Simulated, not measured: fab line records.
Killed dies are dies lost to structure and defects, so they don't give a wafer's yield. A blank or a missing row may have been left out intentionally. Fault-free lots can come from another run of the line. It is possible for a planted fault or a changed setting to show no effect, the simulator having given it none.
fab line records :: flow rit-cmos
record:
  lots: 13
  wafers: 39
  last-day: 7
route steps=202 shown ACTIVE@4 M1@202
lots with no fault: from the same line, run without faults
start-h: hours from the record's first day to the start of the lot's first wafer shown :: wait-h: time in hours since the lot's previous step :: " unchanged from the row above :: L1.1+2: several wafers, shown together as one row :: - no value present, or no start provided :: * or withheld: withheld :: < > ~ a bound
route shown NAME@n: names a module that has steps shown in the file, with the first one's number in the route :: usual: mean/standard deviation taken from wafers without a fault :: same: alike in all rows :: chamber/n: place in a boat :: sites: each site's reading :: _std_site: standard deviation across them :: _edge_site: inner sites' mean taken away from outer sites' mean :: radius-mm: how far each site lies from the wafer's centre :: mask NAME#n: copy n :: behind: tool/chamber where the wafer was last shaped :: hold: cause of the lot's hold/its duration in hours/its outcome :: device: names the non-switching transistor (n, p or np) :: end of line: tests run on the same wafers once the route is complete :: a step given without rows: its recipe and nothing more :: killed: dies lost to structure and defects at the first sort, not the wafer's yield :: map: per-die view of a wafer (x killed, . not killed, _ where there is no die)
set.NAME: the setting as run; set.NAME@STEP: as run at that earlier step :: model.NAME: the simulator's own value behind a step, which no gauge read
route steps across a sampled set of lots; one table per step, one row per wafer
services: the hour from which a tool's chamber was out of use, counted from the record's first day as start-h (under 0 if before that day), plus the number of hours and why
== steps ==
step: RIT_ACTIVE_CVD_03
recipe:
  material: Si3N4
  target-thk-nm: 150
  temp-c: 810
  precursor: SiH2Cl2/NH3
  time-s: 1500
  pressure-mtorr: 300
  sih2cl2-flow-sccm: 60
  nh3-flow-sccm: 150
usual:
  spike-tc-centre-C: 811.8/1.8
  spike-tc-load-C: 832.2/1.6
  spike-tc-source-C: 832.6/2.2
  susceptor-temp-C: 810.0/0.39
lot.wafer: L963.1
tool: lpcvd-01
chamber: 0
start-h: 13.24
wait-h: 0.1
spike-tc-centre-C: 809.5
spike-tc-load-C: 833.1
spike-tc-source-C: 835.1
susceptor-temp-C: 810.3

lot.wafer: L963.4
tool: lpcvd-01
chamber: 0
start-h: 13.24
wait-h: 0.1
spike-tc-centre-C: 810.4
spike-tc-load-C: 832.5
spike-tc-source-C: 835.1
susceptor-temp-C: 810.5

lot.wafer: L963.6
tool: lpcvd-01
chamber: 0
start-h: 13.24
wait-h: 0.1
spike-tc-centre-C: 810.1
spike-tc-load-C: 833.5
spike-tc-source-C: 834.7
susceptor-temp-C: 810.0

lot.wafer: L964.1
tool: lpcvd-01
chamber: 0
start-h: 18.19
wait-h: 0.3
spike-tc-centre-C: 809.8
spike-tc-load-C: 833.1
spike-tc-source-C: 834.9
susceptor-temp-C: 810.0

lot.wafer: L964.2
tool: lpcvd-01
chamber: 0
start-h: 18.19
wait-h: 0.3
spike-tc-centre-C: 811.2
spike-tc-load-C: 832.4
spike-tc-source-C: 834.6
susceptor-temp-C: 809.9

lot.wafer: L964.4
tool: lpcvd-01
chamber: 0
start-h: 18.19
wait-h: 0.3
spike-tc-centre-C: 809.5
spike-tc-load-C: 833.0
spike-tc-source-C: 834.2
susceptor-temp-C: 810.0

lot.wafer: L967.1
tool: lpcvd-02
chamber: 1
start-h: 33.44
wait-h: 0.1
spike-tc-centre-C: 811.9
spike-tc-load-C: 830.5
spike-tc-source-C: 830.2
susceptor-temp-C: 809.8

lot.wafer: L967.2
tool: lpcvd-02
chamber: 1
start-h: 33.44
wait-h: 0.1
spike-tc-centre-C: 813.5
spike-tc-load-C: 832.0
spike-tc-source-C: 829.2
susceptor-temp-C: 809.9

lot.wafer: L967.6
tool: lpcvd-02
chamber: 1
start-h: 33.44
wait-h: 0.1
spike-tc-centre-C: 813.6
spike-tc-load-C: 830.2
spike-tc-source-C: 831.3
susceptor-temp-C: 810.4

lot.wafer: L968.1
tool: lpcvd-01
chamber: 1
start-h: 37.53
wait-h: 0.1
spike-tc-centre-C: 810.7
spike-tc-load-C: 833.4
spike-tc-source-C: 832.1
susceptor-temp-C: 809.7

lot.wafer: L968.5
tool: lpcvd-01
chamber: 1
start-h: 37.53
wait-h: 0.1
spike-tc-centre-C: 810.2
spike-tc-load-C: 833.4
spike-tc-source-C: 831.7
susceptor-temp-C: 810.4

lot.wafer: L968.6
tool: lpcvd-01
chamber: 1
start-h: 37.53
wait-h: 0.1
spike-tc-centre-C: 812.0
spike-tc-load-C: 832.2
spike-tc-source-C: 834.4
susceptor-temp-C: 809.8

lot.wafer: L969.1
tool: lpcvd-02
chamber: 0
start-h: 44.55
wait-h: 0.1
spike-tc-centre-C: 813.6
spike-tc-load-C: 834.1
spike-tc-source-C: 828.7
susceptor-temp-C: 809.3

lot.wafer: L969.3
tool: lpcvd-02
chamber: 0
start-h: 44.55
wait-h: 0.1
spike-tc-centre-C: 812.6
spike-tc-load-C: 833.5
spike-tc-source-C: 830.9
susceptor-temp-C: 810.3

lot.wafer: L969.6
tool: lpcvd-02
chamber: 0
start-h: 44.55
wait-h: 0.1
spike-tc-centre-C: 813.8
spike-tc-load-C: 831.2
spike-tc-source-C: 827.3
susceptor-temp-C: 809.9

lot.wafer: L970.2
tool: lpcvd-01
chamber: 1
start-h: 47.80
wait-h: 0.0
spike-tc-centre-C: 809.9
spike-tc-load-C: 832.8
spike-tc-source-C: 832.7
susceptor-temp-C: 809.7

lot.wafer: L970.3
tool: lpcvd-01
chamber: 1
start-h: 47.80
wait-h: 0.0
spike-tc-centre-C: 811.7
spike-tc-load-C: 833.9
spike-tc-source-C: 833.0
susceptor-temp-C: 809.5

lot.wafer: L970.5
tool: lpcvd-01
chamber: 1
start-h: 47.80
wait-h: 0.0
spike-tc-centre-C: 812.1
spike-tc-load-C: 832.5
spike-tc-source-C: 833.1
susceptor-temp-C: 810.0

lot.wafer: L971.2
tool: lpcvd-01
chamber: 0
start-h: 52.29
wait-h: 0.0
spike-tc-centre-C: 810.1
spike-tc-load-C: 833.2
spike-tc-source-C: 835.8
susceptor-temp-C: 809.8

lot.wafer: L971.4
tool: lpcvd-01
chamber: 0
start-h: 52.29
wait-h: 0.0
spike-tc-centre-C: 811.1
spike-tc-load-C: 830.9
spike-tc-source-C: 835.2
susceptor-temp-C: 809.7

lot.wafer: L971.6
tool: lpcvd-01
chamber: 0
start-h: 52.29
wait-h: 0.0
spike-tc-centre-C: 810.9
spike-tc-load-C: 834.3
spike-tc-source-C: 835.6
susceptor-temp-C: 810.1

lot.wafer: L973.2
tool: lpcvd-02
chamber: 0
start-h: 62.58
wait-h: 0.0
spike-tc-centre-C: 811.3
spike-tc-load-C: 832.7
spike-tc-source-C: 830.0
susceptor-temp-C: 809.4

lot.wafer: L973.3
tool: lpcvd-02
chamber: 0
start-h: 62.58
wait-h: 0.0
spike-tc-centre-C: 811.5
spike-tc-load-C: 832.5
spike-tc-source-C: 827.7
susceptor-temp-C: 810.0

lot.wafer: L973.4
tool: lpcvd-02
chamber: 0
start-h: 62.58
wait-h: 0.0
spike-tc-centre-C: 812.0
spike-tc-load-C: 832.6
spike-tc-source-C: 831.8
susceptor-temp-C: 810.1

lot.wafer: L974.1
tool: lpcvd-02
chamber: 0
start-h: 67.11
wait-h: 0.1
spike-tc-centre-C: 813.6
spike-tc-load-C: 833.0
spike-tc-source-C: 829.0
susceptor-temp-C: 810.0

lot.wafer: L974.4
tool: lpcvd-02
chamber: 0
start-h: 67.11
wait-h: 0.1
spike-tc-centre-C: 812.5
spike-tc-load-C: 832.2
spike-tc-source-C: 830.0
susceptor-temp-C: 809.9

lot.wafer: L974.6
tool: lpcvd-02
chamber: 0
start-h: 67.11
wait-h: 0.1
spike-tc-centre-C: 813.3
spike-tc-load-C: 833.1
spike-tc-source-C: 829.1
susceptor-temp-C: 809.8

lot.wafer: L976.1
tool: lpcvd-01
chamber: 0
start-h: 79.02
wait-h: 0.1
spike-tc-centre-C: 895.0
spike-tc-load-C: 918.8
spike-tc-source-C: 920.8
susceptor-temp-C: 894.6

lot.wafer: L976.2
tool: lpcvd-01
chamber: 0
start-h: 79.02
wait-h: 0.1
spike-tc-centre-C: 893.1
spike-tc-load-C: 919.7
spike-tc-source-C: 919.9
susceptor-temp-C: 894.8

lot.wafer: L976.4
tool: lpcvd-01
chamber: 0
start-h: 79.02
wait-h: 0.1
spike-tc-centre-C: 894.3
spike-tc-load-C: 919.2
spike-tc-source-C: 919.9
susceptor-temp-C: 894.8

lot.wafer: L979.1
tool: lpcvd-02
chamber: 1
start-h: 92.11
wait-h: 0.1
spike-tc-centre-C: 814.8
spike-tc-load-C: 830.1
spike-tc-source-C: 831.3
susceptor-temp-C: 809.8

lot.wafer: L979.2
tool: lpcvd-02
chamber: 1
start-h: 92.11
wait-h: 0.1
spike-tc-centre-C: 812.5
spike-tc-load-C: 830.4
spike-tc-source-C: 830.9
susceptor-temp-C: 809.8

lot.wafer: L979.5
tool: lpcvd-02
chamber: 1
start-h: 92.11
wait-h: 0.1
spike-tc-centre-C: 815.6
spike-tc-load-C: 829.5
spike-tc-source-C: 832.8
susceptor-temp-C: 809.6

lot.wafer: L983.1
tool: lpcvd-02
chamber: 1
start-h: 112.97
wait-h: 0.1
spike-tc-centre-C: 813.6
spike-tc-load-C: 829.6
spike-tc-source-C: 830.1
susceptor-temp-C: 809.9

lot.wafer: L983.2
tool: lpcvd-02
chamber: 1
start-h: 112.97
wait-h: 0.1
spike-tc-centre-C: 814.1
spike-tc-load-C: 832.0
spike-tc-source-C: 830.2
susceptor-temp-C: 809.5

lot.wafer: L983.3
tool: lpcvd-02
chamber: 1
start-h: 112.97
wait-h: 0.1
spike-tc-centre-C: 813.3
spike-tc-load-C: 830.5
spike-tc-source-C: 832.6
susceptor-temp-C: 809.3

lot.wafer: L984.1
tool: lpcvd-02
chamber: 1
start-h: 117.11
wait-h: 0.1
spike-tc-centre-C: 812.4
spike-tc-load-C: 829.8
spike-tc-source-C: 830.8
susceptor-temp-C: 809.6

lot.wafer: L984.2
tool: lpcvd-02
chamber: 1
start-h: 117.11
wait-h: 0.1
spike-tc-centre-C: 813.6
spike-tc-load-C: 830.3
spike-tc-source-C: 832.2
susceptor-temp-C: 809.9

lot.wafer: L984.5
tool: lpcvd-02
chamber: 1
start-h: 117.11
wait-h: 0.1
spike-tc-centre-C: 811.9
spike-tc-load-C: 830.6
spike-tc-source-C: 831.1
susceptor-temp-C: 809.6
step: RIT_ACTIVE_THK_MEAS_04
recipe:
  reads: Si3N4_of_ACTIVE_CVD_03
usual:
  ACTIVE_NITRIDE_THK: 149.7/1.3
lot.wafer: L963.1
tool: film-metro-03
chamber: -
start-h: 14.66
wait-h: 0.0
ACTIVE_NITRIDE_THK[nm]: 152.2

lot.wafer: L963.4
tool: film-metro-03
chamber: -
start-h: 14.66
wait-h: 0.0
ACTIVE_NITRIDE_THK[nm]: 150.9

lot.wafer: L963.6
tool: film-metro-03
chamber: -
start-h: 14.66
wait-h: 0.0
ACTIVE_NITRIDE_THK[nm]: 151.8

lot.wafer: L964.1
tool: film-metro-02
chamber: -
start-h: 19.61
wait-h: 0.0
ACTIVE_NITRIDE_THK[nm]: 148.6

lot.wafer: L964.2
tool: film-metro-02
chamber: -
start-h: 19.61
wait-h: 0.0
ACTIVE_NITRIDE_THK[nm]: 150.4

lot.wafer: L964.4
tool: film-metro-02
chamber: -
start-h: 19.61
wait-h: 0.0
ACTIVE_NITRIDE_THK[nm]: 150.6

lot.wafer: L967.1
tool: film-metro-02
chamber: -
start-h: 34.86
wait-h: 0.0
ACTIVE_NITRIDE_THK[nm]: 147.9

lot.wafer: L967.2
tool: film-metro-02
chamber: -
start-h: 34.86
wait-h: 0.0
ACTIVE_NITRIDE_THK[nm]: 147.6

lot.wafer: L967.6
tool: film-metro-02
chamber: -
start-h: 34.86
wait-h: 0.0
ACTIVE_NITRIDE_THK[nm]: 147.9

lot.wafer: L968.1
tool: film-metro-03
chamber: -
start-h: 38.95
wait-h: 0.0
ACTIVE_NITRIDE_THK[nm]: 149.1

lot.wafer: L968.5
tool: film-metro-03
chamber: -
start-h: 38.95
wait-h: 0.0
ACTIVE_NITRIDE_THK[nm]: 151.1

lot.wafer: L968.6
tool: film-metro-03
chamber: -
start-h: 38.95
wait-h: 0.0
ACTIVE_NITRIDE_THK[nm]: 150.2

lot.wafer: L969.1
tool: film-metro-04
chamber: -
start-h: 45.97
wait-h: 0.0
ACTIVE_NITRIDE_THK[nm]: 150.8

lot.wafer: L969.3
tool: film-metro-04
chamber: -
start-h: 45.97
wait-h: 0.0
ACTIVE_NITRIDE_THK[nm]: 149.7

lot.wafer: L969.6
tool: film-metro-04
chamber: -
start-h: 45.97
wait-h: 0.0
ACTIVE_NITRIDE_THK[nm]: 151.2

lot.wafer: L970.2
tool: film-metro-03
chamber: -
start-h: 49.22
wait-h: 0.0
ACTIVE_NITRIDE_THK[nm]: 151.9

lot.wafer: L970.3
tool: film-metro-03
chamber: -
start-h: 49.22
wait-h: 0.0
ACTIVE_NITRIDE_THK[nm]: 151.9

lot.wafer: L970.5
tool: film-metro-03
chamber: -
start-h: 49.22
wait-h: 0.0
ACTIVE_NITRIDE_THK[nm]: 151.2

lot.wafer: L971.2
tool: film-metro-02
chamber: -
start-h: 53.71
wait-h: 0.0
ACTIVE_NITRIDE_THK[nm]: 151.5

lot.wafer: L971.4
tool: film-metro-02
chamber: -
start-h: 53.71
wait-h: 0.0
ACTIVE_NITRIDE_THK[nm]: 151.4

lot.wafer: L971.6
tool: film-metro-02
chamber: -
start-h: 53.71
wait-h: 0.0
ACTIVE_NITRIDE_THK[nm]: 151.0

lot.wafer: L973.2
tool: film-metro-03
chamber: -
start-h: 64.03
wait-h: 0.0
ACTIVE_NITRIDE_THK[nm]: 148.0

lot.wafer: L973.3
tool: film-metro-03
chamber: -
start-h: 64.03
wait-h: 0.0
ACTIVE_NITRIDE_THK[nm]: 148.0

lot.wafer: L973.4
tool: film-metro-03
chamber: -
start-h: 64.03
wait-h: 0.0
ACTIVE_NITRIDE_THK[nm]: 147.9

lot.wafer: L974.1
tool: film-metro-02
chamber: -
start-h: 68.53
wait-h: 0.0
ACTIVE_NITRIDE_THK[nm]: 149.2

lot.wafer: L974.4
tool: film-metro-02
chamber: -
start-h: 68.53
wait-h: 0.0
ACTIVE_NITRIDE_THK[nm]: 149.1

lot.wafer: L974.6
tool: film-metro-02
chamber: -
start-h: 68.53
wait-h: 0.0
ACTIVE_NITRIDE_THK[nm]: 148.7

lot.wafer: L976.1
tool: film-metro-02
chamber: -
start-h: 80.44
wait-h: 0.0
ACTIVE_NITRIDE_THK[nm]: 251.3

lot.wafer: L976.2
tool: film-metro-02
chamber: -
start-h: 80.44
wait-h: 0.0
ACTIVE_NITRIDE_THK[nm]: 250.5

lot.wafer: L976.4
tool: film-metro-02
chamber: -
start-h: 80.44
wait-h: 0.0
ACTIVE_NITRIDE_THK[nm]: 251.2

lot.wafer: L979.1
tool: film-metro-03
chamber: -
start-h: 93.53
wait-h: 0.0
ACTIVE_NITRIDE_THK[nm]: 148.5

lot.wafer: L979.2
tool: film-metro-03
chamber: -
start-h: 93.53
wait-h: 0.0
ACTIVE_NITRIDE_THK[nm]: 147.4

lot.wafer: L979.5
tool: film-metro-03
chamber: -
start-h: 93.53
wait-h: 0.0
ACTIVE_NITRIDE_THK[nm]: 148.7

lot.wafer: L983.1
tool: film-metro-02
chamber: -
start-h: 114.39
wait-h: 0.0
ACTIVE_NITRIDE_THK[nm]: 149.3

lot.wafer: L983.2
tool: film-metro-02
chamber: -
start-h: 114.39
wait-h: 0.0
ACTIVE_NITRIDE_THK[nm]: 148.9

lot.wafer: L983.3
tool: film-metro-02
chamber: -
start-h: 114.39
wait-h: 0.0
ACTIVE_NITRIDE_THK[nm]: 149.2

lot.wafer: L984.1
tool: film-metro-04
chamber: -
start-h: 118.53
wait-h: 0.0
ACTIVE_NITRIDE_THK[nm]: 148.3

lot.wafer: L984.2
tool: film-metro-04
chamber: -
start-h: 118.53
wait-h: 0.0
ACTIVE_NITRIDE_THK[nm]: 150.1

lot.wafer: L984.5
tool: film-metro-04
chamber: -
start-h: 118.53
wait-h: 0.0
ACTIVE_NITRIDE_THK[nm]: 149.9
step: RIT_ACTIVE_ETCH_13
recipe:
  stop-on: SiO2
  chemistry: SF6
  target: Si3N4
  time-s: 210
  over-etch-frac: 0.4
  SF6_flow_sccm: 200
  pressure-mtorr: 260
  rf-w: 125
  target-depth-a: 2100
usual:
  drypump-motor-current-A: 5.7/0.34
  oes-product-au: 0.819/0.013
  throttle-valve-pct: 7.45/0.12
lot.wafer: L963.1
tool: rie-diel-01
chamber: 2
start-h: 15.96
wait-h: 0.1
drypump-motor-current-A: 5.6
oes-product-au: 0.833
rf-hours-counter-h: 122
throttle-valve-pct: 7.38

lot.wafer: L963.4
tool: rie-diel-01
chamber: 3
start-h: 15.96
wait-h: 0.1
drypump-motor-current-A: 5.8
oes-product-au: 0.799
rf-hours-counter-h: 40
throttle-valve-pct: 7.40

lot.wafer: L963.6
tool: rie-diel-01
chamber: 1
start-h: 15.96
wait-h: 0.1
drypump-motor-current-A: 6.1
oes-product-au: 0.832
rf-hours-counter-h: -
throttle-valve-pct: 7.65

lot.wafer: L964.1
tool: rie-diel-03
chamber: 2
start-h: 20.79
wait-h: 0.1
drypump-motor-current-A: 6.0
oes-product-au: 0.831
rf-hours-counter-h: 6
throttle-valve-pct: 7.63

lot.wafer: L964.2
tool: rie-diel-03
chamber: 0
start-h: 20.79
wait-h: 0.1
drypump-motor-current-A: 6.1
oes-product-au: 0.829
rf-hours-counter-h: 95
throttle-valve-pct: 7.44

lot.wafer: L964.4
tool: rie-diel-03
chamber: 1
start-h: 20.79
wait-h: 0.1
drypump-motor-current-A: 5.8
oes-product-au: 0.830
rf-hours-counter-h: 40
throttle-valve-pct: 7.54

lot.wafer: L967.1
tool: rie-diel-01
chamber: 0
start-h: 36.25
wait-h: 0.1
drypump-motor-current-A: 5.1
oes-product-au: 0.820
rf-hours-counter-h: 151
throttle-valve-pct: 7.44

lot.wafer: L967.2
tool: rie-diel-01
chamber: 2
start-h: 36.25
wait-h: 0.1
drypump-motor-current-A: 5.6
oes-product-au: 0.819
rf-hours-counter-h: 123
throttle-valve-pct: 7.39

lot.wafer: L967.6
tool: rie-diel-01
chamber: 3
start-h: 36.25
wait-h: 0.1
drypump-motor-current-A: 5.8
oes-product-au: 0.792
rf-hours-counter-h: -
throttle-valve-pct: 7.40

lot.wafer: L968.1
tool: rie-diel-01
chamber: 1
start-h: 40.25
wait-h: 0.1
drypump-motor-current-A: 6.1
oes-product-au: 0.823
rf-hours-counter-h: 160
throttle-valve-pct: 7.66

lot.wafer: L968.5
tool: rie-diel-01
chamber: 0
start-h: 40.25
wait-h: 0.1
drypump-motor-current-A: 5.1
oes-product-au: 0.833
rf-hours-counter-h: -
throttle-valve-pct: 7.46

lot.wafer: L968.6
tool: rie-diel-01
chamber: 3
start-h: 40.25
wait-h: 0.1
drypump-motor-current-A: 5.8
oes-product-au: 0.795
rf-hours-counter-h: -
throttle-valve-pct: 7.40

lot.wafer: L969.1
tool: rie-diel-01
chamber: 0
start-h: 47.27
wait-h: 0.1
drypump-motor-current-A: 5.1
oes-product-au: 0.814
rf-hours-counter-h: 152
throttle-valve-pct: 7.44

lot.wafer: L969.3
tool: rie-diel-01
chamber: 1
start-h: 47.27
wait-h: 0.1
drypump-motor-current-A: 6.1
oes-product-au: 0.826
rf-hours-counter-h: 160
throttle-valve-pct: 7.67

lot.wafer: L969.6
tool: rie-diel-01
chamber: 2
start-h: 47.27
wait-h: 0.1
drypump-motor-current-A: 5.6
oes-product-au: 0.827
rf-hours-counter-h: -
throttle-valve-pct: 7.36

lot.wafer: L970.2
tool: rie-diel-02
chamber: 3
start-h: 50.58
wait-h: 0.1
drypump-motor-current-A: 5.5
oes-product-au: 0.829
rf-hours-counter-h: 146
throttle-valve-pct: 7.45

lot.wafer: L970.3
tool: rie-diel-02
chamber: 2
start-h: 50.58
wait-h: 0.1
drypump-motor-current-A: 5.9
oes-product-au: 0.804
rf-hours-counter-h: 102
throttle-valve-pct: 7.23

lot.wafer: L970.5
tool: rie-diel-02
chamber: 1
start-h: 50.58
wait-h: 0.1
drypump-motor-current-A: 5.7
oes-product-au: 0.836
rf-hours-counter-h: -
throttle-valve-pct: 7.39

lot.wafer: L971.2
tool: rie-diel-03
chamber: 1
start-h: 54.88
wait-h: 0.1
drypump-motor-current-A: 5.8
oes-product-au: 0.820
rf-hours-counter-h: 40
throttle-valve-pct: 7.56

lot.wafer: L971.4
tool: rie-diel-03
chamber: 1
start-h: 54.88
wait-h: 0.1
drypump-motor-current-A: 5.8
oes-product-au: 0.830
rf-hours-counter-h: -
throttle-valve-pct: 7.54

lot.wafer: L971.6
tool: rie-diel-03
chamber: 3
start-h: 54.88
wait-h: 0.1
drypump-motor-current-A: 5.9
oes-product-au: 0.833
rf-hours-counter-h: -
throttle-valve-pct: 7.35

lot.wafer: L973.2
tool: rie-diel-01
chamber: 0
start-h: 65.65
wait-h: 0.1
drypump-motor-current-A: 5.2
oes-product-au: 0.819
rf-hours-counter-h: 152
throttle-valve-pct: 7.45

lot.wafer: L973.3
tool: rie-diel-01
chamber: 3
start-h: 65.65
wait-h: 0.1
drypump-motor-current-A: 5.8
oes-product-au: 0.789
rf-hours-counter-h: 41
throttle-valve-pct: 7.39

lot.wafer: L973.4
tool: rie-diel-01
chamber: 1
start-h: 65.65
wait-h: 0.1
drypump-motor-current-A: 6.1
oes-product-au: 0.824
rf-hours-counter-h: 160
throttle-valve-pct: 7.65

lot.wafer: L974.1
tool: rie-diel-03
chamber: 3
start-h: 69.71
wait-h: 0.1
drypump-motor-current-A: 5.9
oes-product-au: 0.827
rf-hours-counter-h: 8
throttle-valve-pct: 7.34

lot.wafer: L974.4
tool: rie-diel-03
chamber: 2
start-h: 69.71
wait-h: 0.1
drypump-motor-current-A: 6.1
oes-product-au: 0.829
rf-hours-counter-h: 8
throttle-valve-pct: 7.64

lot.wafer: L974.6
tool: rie-diel-03
chamber: 1
start-h: 69.71
wait-h: 0.1
drypump-motor-current-A: 5.8
oes-product-au: 0.812
rf-hours-counter-h: -
throttle-valve-pct: 7.54

lot.wafer: L976.1
tool: rie-diel-01
chamber: 1
start-h: 81.62
wait-h: 0.1
drypump-motor-current-A: 6.1
oes-product-au: 1.019
rf-hours-counter-h: 161
throttle-valve-pct: 7.67

lot.wafer: L976.2
tool: rie-diel-01
chamber: 3
start-h: 81.62
wait-h: 0.1
drypump-motor-current-A: 5.8
oes-product-au: 0.993
rf-hours-counter-h: 41
throttle-valve-pct: 7.40

lot.wafer: L976.4
tool: rie-diel-01
chamber: 2
start-h: 81.62
wait-h: 0.1
drypump-motor-current-A: 5.5
oes-product-au: 1.006
rf-hours-counter-h: 123
throttle-valve-pct: 7.40

lot.wafer: L979.1
tool: rie-diel-01
chamber: 3
start-h: 94.71
wait-h: 0.1
drypump-motor-current-A: 5.8
oes-product-au: 0.796
rf-hours-counter-h: 41
throttle-valve-pct: 7.40

lot.wafer: L979.2
tool: rie-diel-01
chamber: 2
start-h: 94.71
wait-h: 0.1
drypump-motor-current-A: 5.5
oes-product-au: 0.822
rf-hours-counter-h: 124
throttle-valve-pct: 7.37

lot.wafer: L979.5
tool: rie-diel-01
chamber: 2
start-h: 94.71
wait-h: 0.1
drypump-motor-current-A: 5.5
oes-product-au: 0.822
rf-hours-counter-h: -
throttle-valve-pct: 7.38

lot.wafer: L983.1
tool: rie-diel-01
chamber: 0
start-h: 115.79
wait-h: 0.1
drypump-motor-current-A: 5.1
oes-product-au: 0.824
rf-hours-counter-h: 153
throttle-valve-pct: 7.46

lot.wafer: L983.2
tool: rie-diel-01
chamber: 3
start-h: 115.79
wait-h: 0.1
drypump-motor-current-A: 5.8
oes-product-au: 0.801
rf-hours-counter-h: 42
throttle-valve-pct: 7.39

lot.wafer: L983.3
tool: rie-diel-01
chamber: 2
start-h: 115.79
wait-h: 0.1
drypump-motor-current-A: 5.5
oes-product-au: 0.821
rf-hours-counter-h: 124
throttle-valve-pct: 7.39

lot.wafer: L984.1
tool: rie-diel-02
chamber: 2
start-h: 119.71
wait-h: 0.1
drypump-motor-current-A: 5.9
oes-product-au: 0.792
rf-hours-counter-h: 104
throttle-valve-pct: 7.24

lot.wafer: L984.2
tool: rie-diel-02
chamber: 3
start-h: 119.71
wait-h: 0.1
drypump-motor-current-A: 5.5
oes-product-au: 0.826
rf-hours-counter-h: 147
throttle-valve-pct: 7.42

lot.wafer: L984.5
tool: rie-diel-02
chamber: 2
start-h: 119.71
wait-h: 0.1
drypump-motor-current-A: 6.0
oes-product-au: 0.787
rf-hours-counter-h: -
throttle-valve-pct: 7.21
step: RIT_M1_PROBE_99
usual:
  killed-at-contacts: 0.1/0.27
  killed-at-front-end: 6.7/2.9
  killed-dies: 6.7/2.9
  killed-on-rim: 1.8/1.4
  killed-open: 3.4/1.8
  killed-short: 3.3/2.2
same:
  gross-dies: 264
  killed_at_M0_to_M3: 0
  killed_at_M4_up: 0
  killed-at-back-side: 0
  killed-at-other: 0
lot.wafer: L976.1
tool: prober-02
chamber: -
start-h: 125.05
wait-h: 0.1
killed-at-contacts: 0
killed-at-front-end: 264
killed-dies: 264
killed-on-rim: 70
killed-open: 5
killed-short: 1

lot.wafer: L976.2
tool: prober-02
chamber: -
start-h: 125.10
wait-h: 0.1
killed-at-contacts: 1
killed-at-front-end: 263
killed-dies: 264
killed-on-rim: 70
killed-open: 1
killed-short: 6

lot.wafer: L976.4
tool: prober-02
chamber: -
start-h: 125.20
wait-h: 0.2
killed-at-contacts: 0
killed-at-front-end: 264
killed-dies: 264
killed-on-rim: 70
killed-open: 6
killed-short: 3
killed by level:class
L976.1 ACTIVE:area-etch=258 FOX2:geometric-particle:open=2 GATE:geometric-particle:open=2 FOX1:geometric-particle:short=1 REOX:geometric-particle:open=1
L976.2 ACTIVE:area-etch=257 FOX2:geometric-particle:short=2 GATE:geometric-particle:short=2 FOX1:geometric-particle:open=1 SILICIDE:geometric-particle:short=1 CONTACT:geometric-particle:short=1
L976.4 ACTIVE:area-etch=255 GATE:geometric-particle:open=3 SILICIDE:geometric-particle:open=2 FOX1:geometric-particle:open=1 FOX1:geometric-particle:short=1 FOX2:geometric-particle:short=1 GATE:geometric-particle:short=1
== services ==
tool: rie-diel-03
chamber: -
start-h: -8.64
hours: 0.2
kind: repair

tool: rie-diel-01
chamber: 1
start-h: 5.57
hours: 4.3
kind: repair

tool: lpcvd-02
chamber: -
start-h: 12.40
hours: 7.8
kind: repair

tool: rie-diel-03
chamber: 0
start-h: 54.50
hours: 1.9
kind: repair

tool: rie-diel-02
chamber: 1
start-h: 62.93
hours: -
kind: clean

tool: rie-diel-02
chamber: 1
start-h: 62.93
hours: 22.2
kind: scheduled-down

tool: rie-diel-02
chamber: 1
start-h: 62.93
hours: 22.2
kind: vent-cycle

tool: rie-diel-01
chamber: -
start-h: 63.98
hours: 0.3
kind: repair

tool: rie-diel-03
chamber: -
start-h: 68.33
hours: 1.2
kind: repair

tool: rie-diel-01
chamber: 3
start-h: 70.58
hours: 8.1
kind: repair

tool: rie-diel-02
chamber: -
start-h: 70.82
hours: 3.2
kind: repair

tool: rie-diel-02
chamber: 3
start-h: 82.61
hours: 6.1
kind: repair

tool: rie-diel-01
chamber: 1
start-h: 91.33
hours: -
kind: clean

tool: rie-diel-01
chamber: 1
start-h: 91.33
hours: 33.3
kind: scheduled-down

tool: rie-diel-01
chamber: 1
start-h: 91.33
hours: 33.3
kind: vent-cycle

tool: rie-diel-03
chamber: 1
start-h: 96.18
hours: 13.8
kind: repair

tool: rie-diel-01
chamber: 3
start-h: 119.73
hours: 3.9
kind: repair
== key ==
first-sign:
  step: RIT_ACTIVE_CVD_03
  reading: susceptor-temp-C
  direction: up
  sigmas: 99+
  usual: *
  struck: *
effect:
  step: RIT_ACTIVE_CVD_03
  reading: spike-tc-load-C
  direction: up
  sigmas: 56
  usual: 832.2
  struck: 919.2
effect:
  step: RIT_ACTIVE_THK_MEAS_04
  reading: ACTIVE_NITRIDE_THK
  direction: up
  sigmas: 80
  usual: 149.7
  struck: 251.0
effect:
  step: RIT_ACTIVE_ETCH_13
  reading: oes-product-au
  direction: up
  sigmas: 15
  usual: 0.819
  struck: 1.006
effect:
  step: RIT_M1_PROBE_99
  reading: killed-at-front-end
  direction: up
  sigmas: 90
  usual: 6.7
  struck: 263.7
more-kills-born-at:
  RIT_ACTIVE_ETCH_13@rie-diel-01: 770
met-at RIT_ACTIVE_CVD_03
struck-lots L976
struck-wafers L976.1,L976.2,L976.4
later-rows-left-out L976.1,L976.2,L976.4
tester-left-out L976
onset-between 52.29 79.02
fault:
  kind: process-parameter-drift
  tool: lpcvd-01
  chamber: 0
  onset-h: 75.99
  steps: RIT_ACTIVE_CVD_03
  channel: temp-c
  offset: *
  shape: step
  end-h: 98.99
  acts-in: *
  stated: *
tester-left-out: of these lots the tester's yield and bins aren't shown, on N5 and GAA mostly nor the transistor test; their killed dies are dies lost to structure and defects alone, not to doping, threshold or leakage, so they don't give the yield
later-rows-left-out: the simulator's readings of these wafers behind a module that went badly wrong aren't trusted and aren't shown, but for the sort
